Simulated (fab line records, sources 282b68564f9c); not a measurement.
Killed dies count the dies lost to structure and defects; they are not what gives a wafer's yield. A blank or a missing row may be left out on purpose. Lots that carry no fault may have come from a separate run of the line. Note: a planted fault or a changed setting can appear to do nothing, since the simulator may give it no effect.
fab line records ; flow rit-cmos
record: lots: 5; wafers: 23
route steps=202 shown SPACER@128 NSD@139 PSD@143 SDANNEAL@153 PLDD@159 SILICIDE@162 CONTACT@173 M1@188
start-h: the number of hours between the record's first day and the start of the first shown wafer of the lot ; wait-h: time in hours since the lot's previous step ; " repeats the value in the row above ; L1.1+2: a single row standing in for several wafers ; - either no value or no given start ; * or withheld: withheld ; < > ~ a bound
route shown NAME@n: a module of which the file shows steps, and the number in the route of the first ; usual: mean/standard deviation of fault-free wafers ; same: alike in all rows ; chamber/n: place in a boat ; sites: each site's reading ; _std_site: their standard deviation ; _edge_site: outer sites' mean less inner sites' ; radius-mm: how far each site lies from the wafer's centre ; mask NAME#n: copy n ; behind: the tool/chamber that last shaped the wafer ; hold: cause of the lot's hold/its duration in hours/its outcome ; device: transistor that didn't switch, given as n, p or np ; end of line: tests run on the same wafers once the route is complete ; where a step has no rows: the recipe by itself ; killed: dies that structure and defects cost at the first sort, which is not the same as the wafer's yield ; map: the dies of a wafer, with x for killed, . for not killed, _ for no die there
set.NAME: setting as actually run; set.NAME@STEP: the setting as run at that earlier step ; model.NAME: the simulator's own value behind a step, which no gauge read
lots whose settings were changed on purpose; a table a step, a row a wafer
== steps ==
step: RIT_SPACER_CVD_03
recipe: material: Si3N4; target-thk-nm: 250; temp-c: 810; precursor: SiH2Cl2/NH3; time-s: 3300; pressure-mtorr: 300; sih2cl2-flow-sccm: 60; nh3-flow-sccm: 150
lot.wafer;tool;chamber;start-h;wait-h;set.nh3-flow-sccm
L075.1+2+3+4+5;-;-;-;0.1;150
L076.1+4+5;lpcvd-01;1;55.93;0.0;150
L080.1+2+3+4+5;-;-;-;0.0;138.8
L082.1+2+3+4+5;-;-;-;0.0;138.3
L085.2+3+4+5+6;-;-;-;0.0;128.1
step: RIT_NSD_IMPLANT_08
recipe: species: P; energy-kev: 25; dose-cm2: 1e+15; tilt-deg: 7
lot.wafer;tool;chamber;start-h;wait-h;set.energy-kev;model.implant.drp-nm
L075.1+2+4;implanter-04;0;53.00;0.1;26.01;15.2
L075.3+5;implanter-04;0;53.00;0.1;25;14.84
L076.1+4+5;implanter-01;0;59.32;0.1;25;14.84
L080.1+4+5;implanter-01;0;78.62;0.1;24.56;14.68
L080.2+3;implanter-01;0;78.62;0.1;25;14.84
L082.1+2;implanter-03;0;88.10;0.1;25.7;15.09
L082.3+4+5;implanter-03;0;88.10;0.1;25;14.84
L085.2+3+4+5+6;implanter-03;0;101.74;0.1;25;14.84
step: RIT_PSD_COAT_01
recipe: resist: NOVOLAK; spin-rpm: 3250; resist-thk-nm: 1000
lot.wafer;tool;chamber;start-h;wait-h;set.spin-rpm;model.NOVOLAK_of_PSD_COAT_01.thk-nm
L075.1;litho-track-03;0;53.53;0.1;3386;985.2
L075.2+5;litho-track-03;0;53.53;0.1;3250;1004
L075.3;litho-track-03;0;53.53;0.1;3250;1002
L075.4;litho-track-03;0;53.53;0.1;3386;981.6
L076.1;litho-track-02;0;59.86;0.1;3250;1002
L076.4;litho-track-02;0;59.86;0.1;3250;1003
L076.5;litho-track-02;0;59.86;0.1;3250;999.4
L080.1;litho-track-03;0;79.19;0.1;3250;1002
L080.2+4+5;litho-track-03;0;79.19;0.1;3250;1000
L080.3;litho-track-03;0;79.19;0.1;3250;997
L082.1;litho-track-04;0;88.64;0.1;3250;999.4
L082.2;litho-track-04;0;88.64;0.1;3250;999
L082.3;litho-track-04;0;88.64;0.1;3250;1001
L082.4+5;litho-track-04;0;88.64;0.1;3108;1023
L085.2;litho-track-04;0;102.27;0.1;3425;972.2
L085.3;litho-track-04;0;102.27;0.1;3250;997
L085.4;litho-track-04;0;102.27;0.1;3425;973.2
L085.5;litho-track-04;0;102.27;0.1;3425;972.6
L085.6;litho-track-04;0;102.27;0.1;3250;1000
step: RIT_PSD_SOFTBAKE_02
recipe: resist: NOVOLAK; temp-c: 90; time-s: 60
step: RIT_PSD_EXPOSE_03
recipe: mask-id: M10; na: 0.57; target-cd-nm: 40900; dose-mj: 250
step: RIT_PSD_DEVELOP_05
recipe: resist: NOVOLAK; develop-time-s: 50; dev-temp-c: 23
step: RIT_PSD_HARDBAKE_07
recipe: resist: NOVOLAK; temp-c: 140; time-s: 60
lot.wafer;tool;chamber;start-h;wait-h;set.spin-rpm@PSD_COAT_01;model.NOVOLAK_of_PSD_COAT_01.thk-nm
L075.1;litho-track-04;0;54.39;0.0;3386;870.8
L075.2;litho-track-04;0;54.39;0.0;3250;886.9
L075.3;litho-track-04;0;54.39;0.0;3250;885.4
L075.4;litho-track-04;0;54.39;0.0;3386;867.6
L075.5;litho-track-04;0;54.39;0.0;3250;887.5
L076.1;litho-track-04;0;61.08;0.0;3250;885.9
L076.4;litho-track-04;0;61.08;0.0;3250;886.6
L076.5;litho-track-04;0;61.08;0.0;3250;883.2
L080.1;litho-track-02;0;79.93;0.0;3250;885.4
L080.2+5;litho-track-02;0;79.93;0.0;3250;884.2
L080.3;litho-track-02;0;79.93;0.0;3250;881.2
L080.4;litho-track-02;0;79.93;0.0;3250;884.1
L082.1;litho-track-02;0;89.37;0.0;3250;883.2
L082.2;litho-track-02;0;89.37;0.0;3250;882.9
L082.3;litho-track-02;0;89.37;0.0;3250;884.9
L082.4;litho-track-02;0;89.37;0.0;3108;904
L082.5;litho-track-02;0;89.37;0.0;3108;903.5
L085.2;litho-track-02;0;103.13;0.0;3425;859.5
L085.3;litho-track-02;0;103.13;0.0;3250;881.1
L085.4;litho-track-02;0;103.13;0.0;3425;860.3
L085.5;litho-track-02;0;103.13;0.0;3425;859.7
L085.6;litho-track-02;0;103.13;0.0;3250;883.7
step: RIT_PSD_IMPLANT_08
recipe: species: BF2; energy-kev: 27; dose-cm2: 5e+15; tilt-deg: 7
lot.wafer;tool;chamber;start-h;wait-h;set.energy-kev;model.implant.rp-nm;model.implant.drp-nm
L075.1+2+3+4+5;implanter-03;0;54.54;0.1;27;22.19;12.05
L076.1+4+5;implanter-02;0;61.23;0.1;27;21.65;12.05
L080.1+5;implanter-01;0;80.08;0.1;27;22.69;12.05
L080.2+3+4;implanter-01;0;80.08;0.1;27.9;23.29;12.33
L082.1+4;implanter-01;0;89.52;0.1;27;22.78;12.05
L082.2+3+5;implanter-01;0;89.52;0.1;28.19;23.58;12.42
L085.2+4;implanter-03;0;103.28;0.1;25.62;21.1;11.61
L085.3+5+6;implanter-03;0;103.28;0.1;27;22.01;12.05
step: RIT_PSD_STRIP_09
recipe: chemistry: O2; time-s: 180; resist: NOVOLAK; platen-temp-c: withheld; power-w: 500; pressure-mtorr: 4000; o2-flow-sccm: 4000
step: RIT_SDANNEAL_CLEAN_00
recipe: chemistry: SC1; mix: 3:3:50; time-s: 600; temp-c: 75
lot.wafer;tool;chamber;start-h;wait-h;set.nh3-flow-sccm@SPACER_CVD_03;model.Si3N4_of_SPACER_CVD_03.thk-nm
L075.1;wet-bench-04;3;54.93;0.1;150;194.4
L075.2;wet-bench-04;3;54.93;0.1;150;199.2
L075.3;wet-bench-04;3;54.93;0.1;150;198.7
L075.4;wet-bench-04;3;54.93;0.1;150;196.4
L075.5;wet-bench-04;3;54.93;0.1;150;197.9
L076.1;wet-bench-04;3;61.61;0.1;150;195.2
L076.4;wet-bench-04;3;61.61;0.1;150;193.1
L076.5;wet-bench-04;3;61.61;0.1;150;194.5
L080.1;wet-bench-02;3;80.46;0.1;138.8;181.7
L080.2;wet-bench-02;3;80.46;0.1;138.8;183
L080.3;wet-bench-02;3;80.46;0.1;138.8;181.2
L080.4;wet-bench-02;3;80.46;0.1;138.8;182.1
L080.5;wet-bench-02;3;80.46;0.1;138.8;181
L082.1;wet-bench-04;0;89.91;0.1;138.3;185.6
L082.2;wet-bench-04;0;89.91;0.1;138.3;186.3
L082.3;wet-bench-04;0;89.91;0.1;138.3;186.6
L082.4;wet-bench-04;0;89.91;0.1;138.3;186.8
L082.5;wet-bench-04;0;89.91;0.1;138.3;187.1
L085.2;wet-bench-02;2;103.64;0.0;128.1;176.4
L085.3;wet-bench-02;2;103.64;0.0;128.1;177.2
L085.4;wet-bench-02;2;103.64;0.0;128.1;176.2
L085.5;wet-bench-02;2;103.64;0.0;128.1;176.5
L085.6;wet-bench-02;2;103.64;0.0;128.1;178
step: RIT_SDANNEAL_CLEAN_01
recipe: chemistry: dHF; dilution: 50:1; time-s: 30
step: RIT_SDANNEAL_CLEAN_02
recipe: chemistry: SC2; mix: 3:3:50; time-s: 600; temp-c: 75; dry: n2-spin
step: RIT_SDANNEAL_RTA_03
recipe: temp-c: 1050; time-s: 5; idle-temp-c: 600; ramp-up-c-per-s: 342; ramp-down-c-per-s: 171; cool-to-c: 600; ambient: N2
step: RIT_SDANNEAL_RS_MEAS_04
recipe: thk-meas-gauge: four-point-probe
usual: PSD_RS: 115.99/0.28
lot.wafer;tool;chamber;start-h;wait-h;set.energy-kev@PSD_IMPLANT_08;PSD_RS[ohm/sq]
L075.1;film-metro-03;-;55.37;0.0;27;115.92
L075.2;film-metro-03;-;55.37;0.0;27;116.22
L075.3;film-metro-03;-;55.37;0.0;27;116.19
L075.4;film-metro-03;-;55.37;0.0;27;116.14
L075.5;film-metro-03;-;55.37;0.0;27;116.06
L076.1;film-metro-04;-;62.04;0.0;27;115.57
L076.4;film-metro-04;-;62.04;0.0;27;115.59
L076.5;film-metro-04;-;62.04;0.0;27;115.44
L080.1;film-metro-04;-;80.89;0.0;27;115.70
L080.2;film-metro-04;-;80.89;0.0;27.9;113.84
L080.3;film-metro-04;-;80.89;0.0;27.9;114.28
L080.4;film-metro-04;-;80.89;0.0;27.9;114.11
L080.5;film-metro-04;-;80.89;0.0;27;116.00
L082.1;film-metro-04;-;90.33;0.0;27;116.14
L082.2;film-metro-04;-;90.33;0.0;28.19;113.29
L082.3;film-metro-04;-;90.33;0.0;28.19;113.38
L082.4;film-metro-04;-;90.33;0.0;27;116.19
L082.5;film-metro-04;-;90.33;0.0;28.19;113.40
L085.2;film-metro-03;-;104.12;0.1;25.62;119.01
L085.3;film-metro-03;-;104.12;0.1;27;115.67
L085.4;film-metro-03;-;104.12;0.1;25.62;118.44
L085.5;film-metro-03;-;104.12;0.1;27;115.73
L085.6;film-metro-03;-;104.12;0.1;27;115.61
step: RIT_SDANNEAL_RS_MEAS_06
recipe: thk-meas-gauge: four-point-probe
usual: PLDD_RS: 178.8/0.59
lot.wafer;tool;chamber;start-h;wait-h;set.dose-cm2@PLDD_IMPLANT_08;PLDD_RS[ohm/sq]
L075.1;film-metro-03;-;55.61;0.1;9e+14;179.4
L075.2;film-metro-03;-;55.61;0.1;9e+14;179.5
L075.3;film-metro-03;-;55.61;0.1;9e+14;179.9
L075.4;film-metro-03;-;55.61;0.1;9e+14;179.3
L075.5;film-metro-03;-;55.61;0.1;9e+14;180.0
L076.1;film-metro-04;-;62.28;0.1;9e+14;178.4
L076.4;film-metro-04;-;62.28;0.1;9e+14;178.0
L076.5;film-metro-04;-;62.28;0.1;9e+14;177.8
L080.1;film-metro-04;-;81.13;0.1;9e+14;178.6
L080.2;film-metro-04;-;81.13;0.1;9e+14;179.1
L080.3;film-metro-04;-;81.13;0.1;9e+14;178.7
L080.4;film-metro-04;-;81.13;0.1;9.495e+14;174.5
L080.5;film-metro-04;-;81.13;0.1;9.495e+14;174.5
L082.1;film-metro-04;-;90.57;0.1;9e+14;178.5
L082.2;film-metro-04;-;90.57;0.1;9e+14;178.4
L082.3;film-metro-04;-;90.57;0.1;9.37e+14;174.3
L082.4;film-metro-04;-;90.57;0.1;9e+14;177.8
L082.5;film-metro-04;-;90.57;0.1;9.37e+14;175.2
L085.2;film-metro-03;-;104.36;0.1;9e+14;178.7
L085.3;film-metro-03;-;104.36;0.1;9e+14;178.7
L085.4;film-metro-03;-;104.36;0.1;9.647e+14;172.0
L085.5;film-metro-03;-;104.36;0.1;9.647e+14;172.5
L085.6;film-metro-03;-;104.36;0.1;9.647e+14;172.2
step: RIT_SILICIDE_SPUTTER_01
recipe: material: Ti; target-thk-nm: 30; power-w: 350; chamber-pressure-pa: 0.667; gas: Ar; time-s: 240; substrate-temp-c: 25
lot.wafer;tool;chamber;start-h;wait-h;set.time-s;model.Ti_of_SILICIDE_SPUTTER_01.thk-nm
L075.1;pvd-sputter-02;-;55.86;0.0;240;30.62
L075.2;pvd-sputter-02;-;55.86;0.0;230.7;28.72
L075.3;pvd-sputter-02;-;55.86;0.0;230.7;28.99
L075.4;pvd-sputter-02;-;55.86;0.0;240;30.89
L075.5;pvd-sputter-02;-;55.86;0.0;240;30.04
L076.1;pvd-sputter-03;-;62.53;0.0;240;29.46
L076.4;pvd-sputter-03;-;62.53;0.0;240;29.42
L076.5;pvd-sputter-03;-;62.53;0.0;240;29.83
L080.1;pvd-sputter-03;-;81.38;0.0;254.1;32.2
L080.2;pvd-sputter-03;-;81.38;0.0;254.1;31.85
L080.3;pvd-sputter-03;-;81.38;0.0;240;29.94
L080.4;pvd-sputter-03;-;81.38;0.0;254.1;31.88
L080.5;pvd-sputter-03;-;81.38;0.0;240;30.14
L082.1;pvd-sputter-03;-;90.83;0.0;240;30.12
L082.2;pvd-sputter-03;-;90.83;0.0;240;30.05
L082.3;pvd-sputter-03;-;90.83;0.0;240;30.72
L082.4;pvd-sputter-03;-;90.83;0.0;240;30.18
L082.5;pvd-sputter-03;-;90.83;0.0;240;30.23
L085.2;pvd-sputter-02;-;104.59;0.0;260.4;33.21
L085.3;pvd-sputter-02;-;104.59;0.0;260.4;32.87
L085.4;pvd-sputter-02;-;104.59;0.0;260.4;32.65
L085.5;pvd-sputter-02;-;104.59;0.0;240;30.06
L085.6;pvd-sputter-02;-;104.59;0.0;240;30.65
step: RIT_SILICIDE_RS_MEAS_02
recipe: thk-meas-gauge: four-point-probe; reads: Ti_of_SILICIDE_SPUTTER_01
usual: SILICIDE_TI_RS: 47.8/0.76
lot.wafer;tool;chamber;start-h;wait-h;set.time-s@SILICIDE_SPUTTER_01;SILICIDE_TI_RS[ohm/sq]
L075.1;film-metro-01;-;56.01;0.1;240;46.7
L075.2;film-metro-01;-;56.01;0.1;230.7;50.6
L075.3;film-metro-01;-;56.01;0.1;230.7;50.1
L075.4;film-metro-01;-;56.01;0.1;240;46.3
L075.5;film-metro-01;-;56.01;0.1;240;48.0
L076.1;film-metro-01;-;62.68;0.1;240;49.1
L076.4;film-metro-01;-;62.68;0.1;240;49.1
L076.5;film-metro-01;-;62.68;0.1;240;48.2
L080.1;film-metro-03;-;81.53;0.1;254.1;43.9
L080.2;film-metro-03;-;81.53;0.1;254.1;44.5
L080.3;film-metro-03;-;81.53;0.1;240;48.2
L080.4;film-metro-03;-;81.53;0.1;254.1;44.4
L080.5;film-metro-03;-;81.53;0.1;240;47.7
L082.1;film-metro-01;-;90.98;0.1;240;47.7
L082.2;film-metro-01;-;90.98;0.1;240;47.9
L082.3;film-metro-01;-;90.98;0.1;240;46.4
L082.4;film-metro-01;-;90.98;0.1;240;47.7
L082.5;film-metro-01;-;90.98;0.1;240;47.5
L085.2;film-metro-01;-;104.76;0.1;260.4;42.2
L085.3;film-metro-01;-;104.76;0.1;260.4;42.8
L085.4;film-metro-01;-;104.76;0.1;260.4;43.2
L085.5;film-metro-01;-;104.76;0.1;240;47.8
L085.6;film-metro-01;-;104.76;0.1;240;46.8
step: RIT_SILICIDE_THK_MEAS_03
recipe: thk-meas-gauge: xrf; reads: Ti_of_SILICIDE_SPUTTER_01
usual: SILICIDE_TI_THK: 30.1/0.39
lot.wafer;tool;chamber;start-h;wait-h;set.time-s@SILICIDE_SPUTTER_01;SILICIDE_TI_THK[nm]
L075.1;film-metro-01;-;56.13;0.1;240;30.8
L075.2;film-metro-01;-;56.13;0.1;230.7;28.7
L075.3;film-metro-01;-;56.13;0.1;230.7;29.2
L075.4;film-metro-01;-;56.13;0.1;240;30.9
L075.5;film-metro-01;-;56.13;0.1;240;30.1
L076.1;film-metro-01;-;62.80;0.1;240;29.5
L076.4;film-metro-01;-;62.80;0.1;240;29.5
L076.5;film-metro-01;-;62.80;0.1;240;30.1
L080.1;film-metro-03;-;81.65;0.1;254.1;32.3
L080.2;film-metro-03;-;81.65;0.1;254.1;31.8
L080.3;film-metro-03;-;81.65;0.1;240;29.9
L080.4;film-metro-03;-;81.65;0.1;254.1;31.8
L080.5;film-metro-03;-;81.65;0.1;240;30.2
L082.1;film-metro-01;-;91.10;0.1;240;30.2
L082.2;film-metro-01;-;91.10;0.1;240;30.1
L082.3;film-metro-01;-;91.10;0.1;240;30.9
L082.4;film-metro-01;-;91.10;0.1;240;30.2
L082.5;film-metro-01;-;91.10;0.1;240;30.2
L085.2;film-metro-01;-;104.87;0.1;260.4;33.1
L085.3;film-metro-01;-;104.87;0.1;260.4;32.9
L085.4;film-metro-01;-;104.87;0.1;260.4;32.5
L085.5;film-metro-01;-;104.87;0.1;240;30.2
L085.6;film-metro-01;-;104.87;0.1;240;30.7
step: RIT_CONTACT_EXPOSE_05
recipe: mask-id: M11; na: 0.6; source-shape: conventional; sigma-outer: 0.5; target-cd-nm: 1000; dose-mj: 250
lot.wafer;tool;chamber;start-h;wait-h;mask;set.dose-mj
L075.1+2+3+4+5;iline-stepper-02;0;56.93;0.1;M11#0;250
L076.1+4+5;iline-stepper-01;0;63.72;0.2;M11#0;250
L080.1+3+5;iline-stepper-01;0;82.45;0.1;M11#0;263.6
L080.2+4;iline-stepper-01;0;82.45;0.1;M11#0;250
L082.1+3+5;iline-stepper-02;0;91.96;0.1;M11#0;250
L082.2+4;iline-stepper-02;0;91.96;0.1;M11#0;239.4
L085.2+3;iline-stepper-02;0;105.68;0.1;M11#0;234
L085.4+5+6;iline-stepper-02;0;105.68;0.1;M11#0;250
step: RIT_CONTACT_PEB_06
recipe: resist: NOVOLAK; temp-c: withheld; time-s: withheld
step: RIT_CONTACT_DEVELOP_07
recipe: resist: NOVOLAK; develop-time-s: 120; dev-temp-c: 23
step: RIT_CONTACT_CD_MEAS_08
recipe: target-cd-nm: 1000
usual: cd-nm: 1000.1/2.2
lot.wafer;tool;chamber;start-h;wait-h;set.dose-mj@CONTACT_EXPOSE_05;cd-nm
L075.1;cd-sem-02;-;57.45;-;250;1000.0
L075.2;cd-sem-02;-;57.45;-;250;1000.8
L075.3;cd-sem-02;-;57.45;-;250;1001.2
L075.4;cd-sem-02;-;57.45;-;250;1001.7
L075.5;cd-sem-02;-;57.45;-;250;998.5
L076.1;cd-sem-02;-;64.24;-;250;996.3
L076.4;cd-sem-02;-;64.24;-;250;997.8
L076.5;cd-sem-02;-;64.24;-;250;999.0
L080.1;cd-sem-02;-;82.96;-;263.6;1013.2
L080.2;cd-sem-02;-;82.96;-;250;1001.8
L080.3;cd-sem-02;-;82.96;-;263.6;1016.2
L080.4;cd-sem-02;-;82.96;-;250;1000.4
L080.5;cd-sem-02;-;82.96;-;263.6;1016.1
L082.1;cd-sem-01;-;92.73;-;250;998.8
L082.2;cd-sem-01;-;92.73;-;239.4;989.6
L082.3;cd-sem-01;-;92.73;-;250;999.9
L082.4;cd-sem-01;-;92.73;-;239.4;991.7
L082.5;cd-sem-01;-;92.73;-;250;1000.8
L085.2;cd-sem-01;-;106.20;-;234;982.7
L085.3;cd-sem-01;-;106.20;-;234;982.6
L085.4;cd-sem-01;-;106.20;-;250;1000.6
L085.5;cd-sem-01;-;106.20;-;250;999.8
L085.6;cd-sem-01;-;106.20;-;250;998.2
step: RIT_CONTACT_ETCH_11
recipe: target-depth-a: 4800; over-etch-frac: 0.2; stop-on: TiSi2; chemistry: CHF3/CF4/Ar; target: SiO2; CHF3_flow_sccm: 50; cf4-flow-sccm: 10; Ar_flow_sccm: 100; O2_flow_sccm: 5; pressure-mtorr: 100; rf-w: 200; time-s: 320
lot.wafer;tool;chamber;start-h;wait-h;set.time-s;set.dose-mj@CONTACT_EXPOSE_05;model.NOVOLAK_of_CONTACT_COAT_03.thk-nm;model.CONTACT.cd-nm
L075.1;rie-diel-01;1;57.75;0.1;359;250;749.9;1000
L075.2;rie-diel-01;0;57.75;0.1;320;250;771.2;1001
L075.3;rie-diel-01;2;57.75;0.1;359;250;755.3;1002
L075.4;rie-diel-01;3;57.75;0.1;359;250;758.2;1002
L075.5;rie-diel-01;1;57.75;0.1;320;250;761.2;998.5
L076.1;rie-diel-01;1;64.54;0.1;320;250;759.4;996.6
L076.4;rie-diel-01;0;64.54;0.1;320;250;764.4;998
L076.5;rie-diel-01;1;64.54;0.1;320;250;761.9;998.9
L080.1;rie-diel-01;1;83.27;0.1;320;263.6;771;1014
L080.2;rie-diel-01;0;83.27;0.1;320;250;770;1002
L080.3;rie-diel-01;2;83.27;0.1;320;263.6;769.5;1016
L080.4;rie-diel-01;3;83.27;0.1;320;250;775.4;1000
L080.5;rie-diel-01;0;83.27;0.1;320;263.6;771.6;1016
L082.1;rie-diel-02;3;93.04;0.1;341;250;759;998.6
L082.2;rie-diel-02;2;93.04;0.1;341;239.4;756.4;989.5
L082.3;rie-diel-02;0;93.04;0.1;320;250;764.7;999.3
L082.4;rie-diel-02;2;93.04;0.1;320;239.4;766.2;991.2
L082.5;rie-diel-02;0;93.04;0.1;341;250;758.7;1001
L085.2;rie-diel-02;2;106.49;0.1;320;234;768.7;982.4
L085.3;rie-diel-02;3;106.49;0.1;320;234;771.5;981.9
L085.4;rie-diel-02;2;106.49;0.1;292;250;781.7;1000
L085.5;rie-diel-02;0;106.49;0.1;292;250;779.7;999.1
L085.6;rie-diel-02;3;106.49;0.1;320;250;770.9;998.2
step: RIT_CONTACT_STRIP_12
recipe: chemistry: O2; time-s: 180; resist: NOVOLAK; platen-temp-c: withheld; power-w: 500; pressure-mtorr: 4000; o2-flow-sccm: 4000
step: RIT_CONTACT_CD_MEAS_90
recipe: target-cd-nm: 1000
usual: cd-nm: 1000.1/2.2
lot.wafer;tool;chamber;start-h;wait-h;set.dose-mj@CONTACT_EXPOSE_05;cd-nm
L075.1;cd-sem-01;-;58.12;0.1;250;1000.3
L075.2;cd-sem-01;-;58.12;0.1;250;1000.8
L075.3;cd-sem-01;-;58.12;0.1;250;1001.8
L075.4;cd-sem-01;-;58.12;0.1;250;1001.8
L075.5;cd-sem-01;-;58.12;0.1;250;998.4
L076.1;cd-sem-01;-;64.91;0.1;250;996.6
L076.4;cd-sem-01;-;64.91;0.1;250;998.2
L076.5;cd-sem-01;-;64.91;0.1;250;998.9
L080.1;cd-sem-02;-;83.64;0.1;263.6;1013.4
L080.2;cd-sem-02;-;83.64;0.1;250;1001.5
L080.3;cd-sem-02;-;83.64;0.1;263.6;1016.5
L080.4;cd-sem-02;-;83.64;0.1;250;1000.5
L080.5;cd-sem-02;-;83.64;0.1;263.6;1016.6
L082.1;cd-sem-02;-;93.41;0.1;250;998.7
L082.2;cd-sem-02;-;93.41;0.1;239.4;989.7
L082.3;cd-sem-02;-;93.41;0.1;250;999.4
L082.4;cd-sem-02;-;93.41;0.1;239.4;991.2
L082.5;cd-sem-02;-;93.41;0.1;250;1000.9
L085.2;cd-sem-01;-;106.88;0.1;234;982.2
L085.3;cd-sem-01;-;106.88;0.1;234;981.9
L085.4;cd-sem-01;-;106.88;0.1;250;1000.3
L085.5;cd-sem-01;-;106.88;0.1;250;999.3
L085.6;cd-sem-01;-;106.88;0.1;250;998.4
step: RIT_M1_COAT_04
recipe: resist: NOVOLAK; spin-rpm: 2000; resist-thk-nm: 1300
lot.wafer;tool;chamber;start-h;wait-h;set.resist-thk-nm;model.NOVOLAK_of_M1_COAT_04.thk-nm
L075.1;litho-track-04;0;59.22;0.1;1338;1337
L075.2;litho-track-04;0;59.22;0.1;1300;1294
L075.3;litho-track-04;0;59.22;0.1;1338;1334
L075.4;litho-track-04;0;59.22;0.1;1300;1304
L075.5;litho-track-04;0;59.22;0.1;1300;1299
L076.1;litho-track-04;0;66.01;0.1;1300;1302
L076.4;litho-track-04;0;66.01;0.1;1300;1301
L076.5;litho-track-04;0;66.01;0.1;1300;1303
L080.1+2;litho-track-02;0;84.75;0.1;1253;1254
L080.3;litho-track-02;0;84.75;0.1;1300;1300
L080.4;litho-track-02;0;84.75;0.1;1300;1304
L080.5;litho-track-02;0;84.75;0.1;1253;1256
L082.1+2;litho-track-02;0;94.50;0.1;1300;1302
L082.3;litho-track-02;0;94.50;0.1;1300;1306
L082.4;litho-track-02;0;94.50;0.1;1300;1308
L082.5;litho-track-02;0;94.50;0.1;1300;1303
L085.2+6;litho-track-04;0;107.99;0.1;1300;1297
L085.3;litho-track-04;0;107.99;0.1;1300;1293
L085.4+5;litho-track-04;0;107.99;0.1;1300;1294
== key ==
split: step: RIT_SPACER_CVD_03; setting: nh3-flow-sccm; stated: 150; by: lot
response: step: RIT_SDANNEAL_CLEAN_00; reading: model.Si3N4_of_SPACER_CVD_03.thk-nm; change: +1.35; per: 1%; r: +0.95
split: step: RIT_NSD_IMPLANT_08; setting: energy-kev; stated: 25; by: wafer
response: step: RIT_NSD_IMPLANT_08; reading: model.implant.drp-nm; change: +0.089; per: 1%; r: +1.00
split: step: RIT_PSD_COAT_01; setting: spin-rpm; stated: 3250; by: wafer
response: step: RIT_PSD_COAT_01; reading: model.NOVOLAK_of_PSD_COAT_01.thk-nm; change: -4.91; per: 1%; r: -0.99
response: step: RIT_PSD_HARDBAKE_07; reading: model.NOVOLAK_of_PSD_COAT_01.thk-nm; change: -4.3; per: 1%; r: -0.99
split: step: RIT_PSD_IMPLANT_08; setting: energy-kev; stated: 27; by: wafer
response: step: RIT_PSD_IMPLANT_08; reading: model.implant.rp-nm; change: +0.18; per: 1%; r: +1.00
response: step: RIT_PSD_IMPLANT_08; reading: model.implant.drp-nm; change: +0.0848; per: 1%; r: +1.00
response: step: RIT_SDANNEAL_RS_MEAS_04; reading: PSD_RS; change: -0.597; per: 1%; r: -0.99
split: step: RIT_SILICIDE_SPUTTER_01; setting: time-s; stated: 240; by: wafer
response: step: RIT_SILICIDE_SPUTTER_01; reading: model.Ti_of_SILICIDE_SPUTTER_01.thk-nm; change: +0.325; per: 1%; r: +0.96
response: step: RIT_SILICIDE_RS_MEAS_02; reading: SILICIDE_TI_RS; change: -0.605; per: 1%; r: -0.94
response: step: RIT_SILICIDE_THK_MEAS_03; reading: SILICIDE_TI_THK; change: +0.312; per: 1%; r: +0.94
split: step: RIT_CONTACT_EXPOSE_05; setting: dose-mj; stated: 250; by: wafer
response: step: RIT_CONTACT_CD_MEAS_08; reading: cd-nm; change: +2.53; per: 1%; r: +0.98
response: step: RIT_CONTACT_ETCH_11; reading: model.CONTACT.cd-nm; change: +2.56; per: 1%; r: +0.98
response: step: RIT_CONTACT_CD_MEAS_90; reading: cd-nm; change: +2.59; per: 1%; r: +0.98
split: step: RIT_CONTACT_ETCH_11; setting: time-s; stated: 320; by: wafer
response: step: RIT_CONTACT_ETCH_11; reading: model.NOVOLAK_of_CONTACT_COAT_03.thk-nm; change: -1.05; per: 1%; r: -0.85
split: step: RIT_M1_COAT_04; setting: resist-thk-nm; stated: 1300; by: wafer
response: step: RIT_M1_COAT_04; reading: model.NOVOLAK_of_M1_COAT_04.thk-nm; change: +12.8; per: 1%; r: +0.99
split outside-this-file step=RIT_PLDD_IMPLANT_08 setting=dose-cm2
split outside-this-file: this setting was split too, and the file shows its column; the key of that split is in another file
